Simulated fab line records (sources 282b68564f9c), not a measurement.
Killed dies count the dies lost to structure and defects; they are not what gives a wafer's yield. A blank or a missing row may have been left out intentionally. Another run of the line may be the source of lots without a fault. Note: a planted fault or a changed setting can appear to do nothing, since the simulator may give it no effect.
The same fault as seen by 2 desks || flow rit-cmos || every desk sees just its own numbers, and what lay behind them comes last

## AT THE METROLOGY DESK
What the gauges read, lot by lot, whatever tool the lot ran on: means of the sampled wafers that have a number. Marked OUT: a lot whose mean sits more than 4 standard deviations from the usual mean, which makes it out of limits; the brackets give that distance.
Columns: A = cd-nm at RIT_ACTIVE_CD_MEAS_11, usual 1400.4 nm
{"lot": "L505", "first seen here": "day 1 19:36", "A": 1399.4}
{"lot": "L507", "first seen here": "day 2 06:11", "A": 1400.8}
{"lot": "L510", "first seen here": "day 2 21:12", "A": 1397.9}
{"lot": "L511", "first seen here": "day 3 01:37", "A": 1402.5}
{"lot": "L512", "first seen here": "day 3 07:39", "A": 1399.1}
{"lot": "L513", "first seen here": "day 3 12:32", "A": 1403.3}
{"lot": "L514", "first seen here": "day 3 16:26", "A": 1399.1}
{"lot": "L516", "first seen here": "day 4 02:28", "A": 1402.5}
{"lot": "L517", "first seen here": "day 4 07:40", "A": 1401.8}
{"lot": "L518", "first seen here": "day 4 12:36", "A": 1399.1}
{"lot": "L519", "first seen here": "day 4 17:26", "A": 1401.5}
{"lot": "L520", "first seen here": "day 4 22:30", "A": 1407.2}
{"lot": "L521", "first seen here": "day 5 03:34", "A": 1407.0}
{"lot": "L522", "first seen here": "day 5 08:35", "A": 1408.9}
{"lot": "L527", "first seen here": "day 6 11:19", "A": 1401.5}
Finding of this desk: none of the 15 lots has anything out of limits.

## AT THE TOOL OWNER'S DESK: litho-track-02
The tool's own readings at RIT_ACTIVE_DEVELOP_10 (develop time 50 s): means of the sampled wafers that have a number, for each lot that ran on this tool. Marked OUT: a lot whose mean sits more than 4 standard deviations from the usual mean, which makes it out of limits; the brackets give that distance.
Columns: A = developer-temp-C at RIT_ACTIVE_DEVELOP_10, usual 23.01 C
{"lot": "L505", "first seen here": "day 1 19:00", "A": 23.02}
{"lot": "L507", "first seen here": "day 2 06:00", "A": 23.06}
{"lot": "L511", "first seen here": "day 3 01:00", "A": 23.09}
{"lot": "L514", "first seen here": "day 3 16:00", "A": 23.01}
{"lot": "L516", "first seen here": "day 4 02:00", "A": 22.97}
{"lot": "L517", "first seen here": "day 4 07:00", "A": 23.05}
{"lot": "L518", "first seen here": "day 4 12:00", "A": 22.92}
{"lot": "L520", "first seen here": "day 4 22:00", "A": "25.26 (+24) OUT"}
{"lot": "L521", "first seen here": "day 5 03:00", "A": "25.41 (+25) OUT"}
{"lot": "L522", "first seen here": "day 5 08:00", "A": "25.21 (+23) OUT"}
This desk finds L520, L521, L522 out of limits, L520 being first, at day 4 22:00 (developer-temp-C at RIT_ACTIVE_DEVELOP_10). L505, L507, L511, L514, L516, L517, L518: within limits.

## ALL TOGETHER
The tool owner's desk could have raised an alarm at day 4 22:00, on L520, L521, L522.
Nothing out of limits was seen by the metrology desk.
The metrology desk has L520, L521, L522 on record, within its limits.
The lots listed all ran RIT_ACTIVE_DEVELOP_10 on litho-track-02.

## WHAT THE SIMULATOR HAD INSERTED
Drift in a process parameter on litho-track-02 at RIT_ACTIVE_DEVELOP_10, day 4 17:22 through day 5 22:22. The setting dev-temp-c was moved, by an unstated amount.
Lots struck among those shown: L520, L521, L522.
Time in hours from fault onset to the first out-of-limits reading at each desk: the tool owner's desk, 5.
